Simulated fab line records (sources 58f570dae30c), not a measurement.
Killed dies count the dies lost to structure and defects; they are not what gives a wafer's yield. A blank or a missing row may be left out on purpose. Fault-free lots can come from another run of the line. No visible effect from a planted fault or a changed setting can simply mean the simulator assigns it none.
fab line records	flow berkeley_cmos170
record lots=14	wafers=42	last_day=12
route steps=331 shown CONTACT@236 V1@268 M2@278
lots with no fault: from the same line, run without faults
start_h: hours from the record's opening day to when the first of the lot's shown wafers began	wait_h: how many hours have passed since the lot's step before this one	" repeats the value in the row above	L1.1+2: several wafers, shown together as one row	- value missing, or start not given	* or withheld: withheld	< > ~ a bound
route shown NAME@n: NAME is a module with steps in the file, n the number in the route of the first one	usual: mean/standard deviation taken from wafers without a fault	same: alike in all rows	chamber/n: place in a boat	sites: each site's reading	_std_site: standard deviation of those values	_edge_site: inner sites' mean taken away from outer sites' mean	radius_mm: for every site, how far away it sits from the centre of the wafer	mask NAME#n: copy n	behind: the last tool/chamber to shape the wafer	hold: reason for holding the lot/hours on hold/outcome of the hold	device: whichever transistor did not switch (one of n, p or np)	end of line: the same wafers' tests at the end of the route	where a step has no rows: the recipe by itself	killed: at the first sort, the dies lost to defects and structure; wafer yield is something else	map: the dies of a wafer, with x for killed, . for not killed, _ for no die there
set.NAME: the setting the step ran with; set.NAME@STEP: the setting that earlier step ran with	model.NAME: the simulator's own value behind a step, which no gauge read
route steps across a sampled set of lots; one table per step, one row per wafer
services: from which hour (start_h, from the record's first day; less than 0 if before it) a tool's chamber was out of use, for how many hours, and why
## steps
# step UCB170_CONTACT_CD_MEAS_90
# recipe target_cd_nm=700
# usual cd_nm=700.1/1.2
lot.wafer	tool	chamber	start_h	wait_h	cd_nm
L315.1	cd_sem-02	-	152.79	0.1	700.3
L315.3	"	-	"	"	698.3
L315.6	"	-	"	"	698.4
L318.4	cd_sem-01	-	165.57	0.1	699.6
L318.5	"	-	"	"	699.7
L318.6	"	-	"	"	699.3
L317.2	cd_sem-01	-	165.78	0.1	701.2
L317.3	"	-	"	"	701.3
L317.6	"	-	"	"	700.2
L316.3	cd_sem-02	-	167.70	0.1	698.7
L316.5	"	-	"	"	699.1
L316.6	"	-	"	"	699.5
L319.3	cd_sem-02	-	172.36	0.1	701.1
L319.5	"	-	"	"	702.7
L319.6	"	-	"	"	699.7
L320.1	cd_sem-01	-	172.83	0.1	700.3
L320.2	"	-	"	"	699.9
L320.5	"	-	"	"	699.9
L326.4	cd_sem-02	-	199.61	0.1	700.7
L326.5	"	-	"	"	699.6
L326.6	"	-	"	"	699.6
L327.3	cd_sem-01	-	208.56	0.1	701.8
L327.5	"	-	"	"	699.8
L327.6	"	-	"	"	700.0
L330.3	cd_sem-01	-	230.98	0.1	701.9
L330.4	"	-	"	"	700.9
L330.6	"	-	"	"	700.2
L334.1	cd_sem-01	-	238.91	0.2	700.5
L334.3	"	-	"	"	700.3
L334.6	"	-	"	"	699.1
L332.3	cd_sem-02	-	239.00	0.1	698.9
L332.5	"	-	"	"	696.9
L332.6	"	-	"	"	698.9
L335.4	cd_sem-02	-	252.86	0.1	697.8
L335.5	"	-	"	"	698.4
L335.6	"	-	"	"	697.8
L337.1	cd_sem-02	-	261.66	0.1	701.7
L337.5	"	-	"	"	701.7
L337.6	"	-	"	"	701.2
L338.1	cd_sem-01	-	267.48	0.1	700.9
L338.2	"	-	"	"	700.0
L338.4	"	-	"	"	700.4
# step UCB170_V1_ETCH_14
# recipe chemistry=CHF3/CF4/Ar	target=SiO2	stop_on=Al	CHF3_flow_sccm=45	cf4_flow_sccm=15	Ar_flow_sccm=150	pressure_mtorr=200	rf_w=700	target_depth_a=12500	over_etch_frac=0.25	time_s=291
# usual drypump_motor_current_A=5.5/0.41	oes_product_au=0.875/0.015	run_length_s=319.4/0.44	throttle_valve_pct=6.93/0.1
lot.wafer	tool	chamber	start_h	wait_h	drypump_motor_current_A	oes_product_au	rf_hours_counter_h	run_length_s	throttle_valve_pct
L315.1	rie_diel-03	2	160.44	0.0	5.2	0.873	106	318.5	6.84
L315.3	"	0	"	"	6.0	0.904	9	319.1	7.08
L315.6	"	2	"	"	5.2	0.875	-	318.7	6.84
L318.4	rie_diel-01	0	173.02	0.0	5.8	0.886	128	319.3	7.04
L318.5	"	3	"	"	5.0	0.850	-	319.8	6.95
L318.6	"	0	"	"	5.8	0.886	-	319.1	7.04
L317.2	rie_diel-03	1	173.26	0.0	5.7	0.852	116	318.9	6.87
L317.3	"	0	"	"	6.0	0.902	10	318.8	7.07
L317.6	"	1	"	"	5.7	0.860	-	319.0	6.89
L316.3	rie_diel-03	2	176.06	0.0	5.2	0.877	107	318.9	6.85
L316.5	"	2	"	"	5.2	0.883	-	318.5	6.85
L316.6	"	3	"	"	5.1	0.878	-	319.6	7.15
L319.3	rie_diel-01	1	182.37	0.0	6.0	0.864	147	319.4	6.94
L319.5	"	2	"	"	5.0	0.881	-	319.0	6.94
L319.6	"	1	"	"	6.0	0.861	-	320.0	6.94
L320.1	rie_diel-02	3	182.41	0.0	5.3	0.896	90	319.9	7.05
L320.2	"	0	"	"	5.5	0.868	3	319.6	6.85
L320.5	"	0	"	"	5.5	0.864	-	319.6	6.84
L326.4	rie_diel-01	2	209.14	0.1	4.9	0.881	-	319.1	6.96
L326.5	"	2	"	"	4.9	0.890	-	319.4	6.94
L326.6	"	3	"	"	5.0	0.838	-	319.9	6.94
L327.3	rie_diel-01	0	220.42	0.0	5.8	1.016	130	267.0	7.06
L327.5	"	3	"	"	5.0	0.964	-	267.7	6.95
L327.6	"	0	"	"	5.8	1.011	-	267.2	7.04
L330.3	rie_diel-01	0	238.97	0.0	5.8	1.010	131	267.0	7.05
L330.4	"	2	"	"	4.9	1.022	52	267.2	6.95
L330.6	"	1	"	"	6.0	0.985	-	268.3	6.96
L334.1	rie_diel-03	0	246.26	0.0	6.0	0.903	13	318.7	7.07
L334.3	"	3	"	"	5.1	0.878	111	319.4	7.15
L334.6	"	1	"	"	5.7	0.859	-	319.3	6.85
L332.3	rie_diel-02	0	246.54	0.0	5.5	0.872	6	319.5	6.83
L332.5	"	1	"	"	5.4	0.871	-	319.2	6.75
L332.6	"	2	"	"	6.2	0.881	-	319.7	6.90
L335.4	rie_diel-02	2	262.18	0.1	6.1	0.883	-	319.4	6.89
L335.5	"	1	"	"	5.4	0.871	-	319.5	6.76
L335.6	"	0	"	"	5.5	0.871	-	319.2	6.82
L337.1	rie_diel-02	0	270.34	0.0	5.5	0.872	7	319.5	6.84
L337.5	"	3	"	"	5.3	0.888	-	320.1	7.06
L337.6	"	2	"	"	6.1	0.886	-	319.5	6.88
L338.1	rie_diel-02	1	278.88	0.0	5.3	0.873	134	319.1	6.76
L338.2	"	0	"	"	5.5	0.859	8	319.2	6.85
L338.4	"	2	"	"	6.1	0.882	89	319.5	6.88
# step UCB170_V1_STRIP_15
# recipe chemistry=O2	power_w=400	pressure_mtorr=3500	platen_temp_c=withheld	o2_flow_sccm=400	overash_fraction=0.5
# usual drypump_motor_current_A=5.59/0.26	oes_product_au=0.722/0.0044	strip_time_to_endpoint_s=15.36/0.11
lot.wafer	tool	chamber	start_h	wait_h	drypump_motor_current_A	oes_product_au	rf_hours_counter_h	strip_time_to_endpoint_s
L315.1	plasma_asher-04	1	160.61	0.1	5.57	0.727	5	15.39
L315.3	"	0	"	"	5.34	0.714	-	15.21
L315.6	"	1	"	"	5.59	0.718	-	15.40
L318.4	plasma_asher-01	1	173.23	0.1	5.55	0.720	-	15.47
L318.5	"	0	"	"	5.42	0.717	-	15.50
L318.6	"	1	"	"	5.54	0.721	-	15.45
L317.2	plasma_asher-03	0	173.44	0.1	5.69	0.718	41	15.35
L317.3	"	0	"	"	5.67	0.724	-	15.17
L317.6	"	0	"	"	5.68	0.716	-	15.35
L316.3	plasma_asher-03	0	176.27	0.1	5.67	0.728	-	15.43
L316.5	"	1	"	"	6.20	0.723	-	15.40
L316.6	"	0	"	"	5.67	0.718	-	15.39
L319.3	plasma_asher-04	0	182.58	0.1	5.35	0.723	-	15.36
L319.5	"	0	"	"	5.36	0.724	-	15.27
L319.6	"	1	"	"	5.57	0.722	-	15.34
L320.1	plasma_asher-03	1	182.59	0.1	6.21	0.717	41	15.16
L320.2	"	0	"	"	5.68	0.727	41	15.11
L320.5	"	0	"	"	5.68	0.723	-	15.21
L326.4	plasma_asher-04	0	209.35	0.1	5.36	0.729	-	15.36
L326.5	"	0	"	"	5.32	0.724	-	15.40
L326.6	"	1	"	"	5.58	0.720	-	15.49
L327.3	plasma_asher-04	0	220.63	0.1	5.33	0.724	-	16.51
L327.5	"	1	"	"	5.57	0.718	-	16.59
L327.6	"	0	"	"	5.32	0.723	-	16.58
L330.3	plasma_asher-03	1	239.18	0.1	6.21	0.720	-	16.53
L330.4	"	0	"	"	5.68	0.728	-	16.60
L330.6	"	1	"	"	6.18	0.721	-	16.55
L334.1	plasma_asher-01	1	246.44	0.1	5.56	0.713	54	15.14
L334.3	"	1	"	"	5.55	0.732	-	15.28
L334.6	"	0	"	"	5.41	0.720	-	15.27
L332.3	plasma_asher-01	1	246.75	0.1	5.54	0.724	-	15.20
L332.5	"	1	"	"	5.54	0.726	-	15.37
L332.6	"	0	"	"	5.39	0.722	-	15.36
L335.4	plasma_asher-03	1	262.31	0.0	6.22	0.729	-	15.27
L335.5	"	0	"	"	5.68	0.731	-	15.30
L335.6	"	1	"	"	6.22	0.733	-	15.10
L337.1	plasma_asher-04	0	270.51	0.1	5.36	0.722	18	15.25
L337.5	"	0	"	"	5.36	0.728	-	15.42
L337.6	"	1	"	"	5.60	0.724	-	15.43
L338.1	plasma_asher-01	0	279.06	0.1	5.41	0.721	58	15.38
L338.2	"	1	"	"	5.54	0.720	58	15.20
L338.4	"	0	"	"	5.39	0.718	-	15.54
# step UCB170_M2_STRIP_07
# recipe chemistry=O2	power_w=400	pressure_mtorr=3500	platen_temp_c=withheld	o2_flow_sccm=400	overash_fraction=0.5
# usual drypump_motor_current_A=5.48/0.092	oes_product_au=0.734/0.0054	strip_time_to_endpoint_s=22.00/0.056
lot.wafer	tool	chamber	start_h	wait_h	drypump_motor_current_A	oes_product_au	rf_hours_counter_h	strip_time_to_endpoint_s
L315.1	plasma_asher-01	1	161.61	0.1	5.53	0.730	45	21.89
L315.3	"	0	"	"	5.39	0.738	-	21.96
L315.6	"	1	"	"	5.54	0.726	-	21.95
L318.4	plasma_asher-01	1	174.23	0.1	5.52	0.743	-	22.05
L318.5	"	1	"	"	5.53	0.729	-	22.05
L318.6	"	0	"	"	5.40	0.732	-	22.10
L317.2	plasma_asher-02	0	174.44	0.1	5.61	0.729	46	21.94
L317.3	"	0	"	"	5.62	0.742	-	21.88
L317.6	"	0	"	"	5.61	0.735	-	21.92
L316.3	plasma_asher-04	0	177.27	0.1	5.35	0.726	-	21.98
L316.5	"	0	"	"	5.35	0.736	-	21.92
L316.6	"	1	"	"	5.54	0.731	-	21.91
L319.3	plasma_asher-01	1	183.62	0.1	5.54	0.730	-	21.99
L319.5	"	0	"	"	5.40	0.730	-	22.00
L319.6	"	1	"	"	5.53	0.738	-	21.98
L320.1	plasma_asher-04	1	183.82	0.1	5.56	0.743	8	22.04
L320.2	"	0	"	"	5.37	0.734	8	22.04
L320.5	"	1	"	"	5.54	0.740	-	22.00
L326.4	plasma_asher-04	0	210.35	0.1	5.34	0.737	-	22.07
L326.5	"	0	"	"	5.36	0.736	-	22.06
L326.6	"	1	"	"	5.55	0.726	-	22.10
L327.3	plasma_asher-01	1	221.96	0.1	5.57	0.746	-	22.03
L327.5	"	0	"	"	5.39	0.744	-	21.98
L327.6	"	1	"	"	5.55	0.729	-	21.93
L330.3	plasma_asher-02	1	240.51	0.1	5.45	0.738	-	21.98
L330.4	"	0	"	"	5.61	0.751	-	21.91
L330.6	"	1	"	"	5.46	0.731	-	21.93
L334.1	plasma_asher-01	0	247.72	0.1	5.37	0.734	54	22.11
L334.3	"	1	"	"	5.55	0.729	-	22.12
L334.6	"	0	"	"	5.42	0.737	-	22.06
L332.3	plasma_asher-02	1	248.03	0.1	5.48	0.728	-	22.01
L332.5	"	0	"	"	5.60	0.736	-	22.04
L332.6	"	1	"	"	5.47	0.736	-	22.06
L335.4	plasma_asher-01	0	263.31	0.1	5.41	0.739	-	22.00
L335.5	"	1	"	"	5.56	0.723	-	22.00
L335.6	"	0	"	"	5.42	0.726	-	21.94
L337.1	plasma_asher-01	1	271.51	0.1	5.55	0.732	57	21.94
L337.5	"	1	"	"	5.56	0.733	-	21.90
L337.6	"	0	"	"	5.40	0.730	-	22.01
L338.1	plasma_asher-01	0	280.12	0.1	5.40	0.744	58	22.11
L338.2	"	1	"	"	5.56	0.730	58	21.99
L338.4	"	0	"	"	5.41	0.730	-	22.11
# step UCB170_M2_CD_MEAS_15
# recipe target_cd_nm=700
# usual cd_nm=700.2/1.4
lot.wafer	tool	chamber	start_h	wait_h	cd_nm
L315.1	cd_sem-01	-	163.45	-	700.9
L315.3	"	-	"	"	700.3
L315.6	"	-	"	"	699.8
L318.4	cd_sem-01	-	175.58	-	700.3
L318.5	"	-	"	"	699.5
L318.6	"	-	"	"	701.5
L317.2	cd_sem-02	-	175.78	-	701.3
L317.3	"	-	"	"	700.8
L317.6	"	-	"	"	701.0
L316.3	cd_sem-01	-	179.44	-	698.9
L316.5	"	-	"	"	697.0
L316.6	"	-	"	"	700.5
L319.3	cd_sem-01	-	185.08	-	701.2
L319.5	"	-	"	"	701.1
L319.6	"	-	"	"	700.4
L320.1	cd_sem-02	-	185.68	-	700.5
L320.2	"	-	"	"	702.0
L320.5	"	-	"	"	700.8
L326.4	cd_sem-01	-	211.63	-	702.0
L326.5	"	-	"	"	702.2
L326.6	"	-	"	"	702.6
L327.3	cd_sem-01	-	223.64	-	701.6
L327.5	"	-	"	"	701.0
L327.6	"	-	"	"	700.2
L330.3	cd_sem-02	-	241.85	-	700.2
L330.4	"	-	"	"	699.6
L330.6	"	-	"	"	699.8
L334.1	cd_sem-01	-	249.30	-	701.2
L334.3	"	-	"	"	701.4
L334.6	"	-	"	"	701.1
L332.3	cd_sem-02	-	249.51	-	700.7
L332.5	"	-	"	"	700.6
L332.6	"	-	"	"	700.7
L335.4	cd_sem-02	-	264.45	-	698.4
L335.5	"	-	"	"	698.6
L335.6	"	-	"	"	699.1
L337.1	cd_sem-01	-	272.82	-	699.1
L337.5	"	-	"	"	699.6
L337.6	"	-	"	"	699.2
L338.1	cd_sem-02	-	281.30	-	697.0
L338.2	"	-	"	"	696.5
L338.4	"	-	"	"	697.5
## services
tool	chamber	start_h	hours	kind
plasma_asher-01	-	154.59	2.8	pm
rie_diel-03	1	157.57	11.7	repair
plasma_asher-03	-	177.32	1.8	repair
rie_diel-03	3	182.14	9.6	repair
rie_diel-01	1	190.45	4.4	repair
rie_diel-01	1	194.82	-	clean
rie_diel-01	1	194.82	28.9	scheduled_down
rie_diel-01	1	194.82	28.9	vent_cycle
rie_diel-02	-	203.51	2.8	pm
rie_diel-01	0	206.49	8.7	repair
rie_diel-03	1	258.04	14.2	repair
rie_diel-02	3	259.27	6.8	repair
rie_diel-01	0	259.51	-	clean
rie_diel-01	0	259.51	22.9	scheduled_down
rie_diel-01	0	259.51	22.9	vent_cycle
rie_diel-01	1	262.59	11.5	repair
rie_diel-03	-	265.86	2.8	pm
plasma_asher-01	-	266.60	2.3	repair
## key
first_sign step=UCB170_V1_ETCH_14	reading=run_length_s	direction=down	sigmas=99+	usual=*	struck=*
effect step=UCB170_V1_ETCH_14	reading=oes_product_au	direction=up	sigmas=8.4	usual=0.875	struck=1.002
effect step=UCB170_V1_STRIP_15	reading=strip_time_to_endpoint_s	direction=up	sigmas=11	usual=*	struck=*
met_at UCB170_V1_ETCH_14
struck_lots L327,L330
sort_left_out L327.3,L327.5,L327.6,L330.3,L330.4,L330.6
not_acting_at UCB170_CONTACT_CD_MEAS_90,UCB170_M2_STRIP_07,UCB170_M2_CD_MEAS_15
onset_between 209.14 220.42
fault kind=process_parameter_drift	tool=rie_diel-01	chamber=-	onset_h=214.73	steps=UCB170_V1_ETCH_14	channel=time_s	offset=*	shape=step	end_h=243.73	acts_in=*	stated=*
# sort_left_out: the simulated sort isn't trusted on such a fault, so these wafers' sort isn't shown, and their yield isn't known
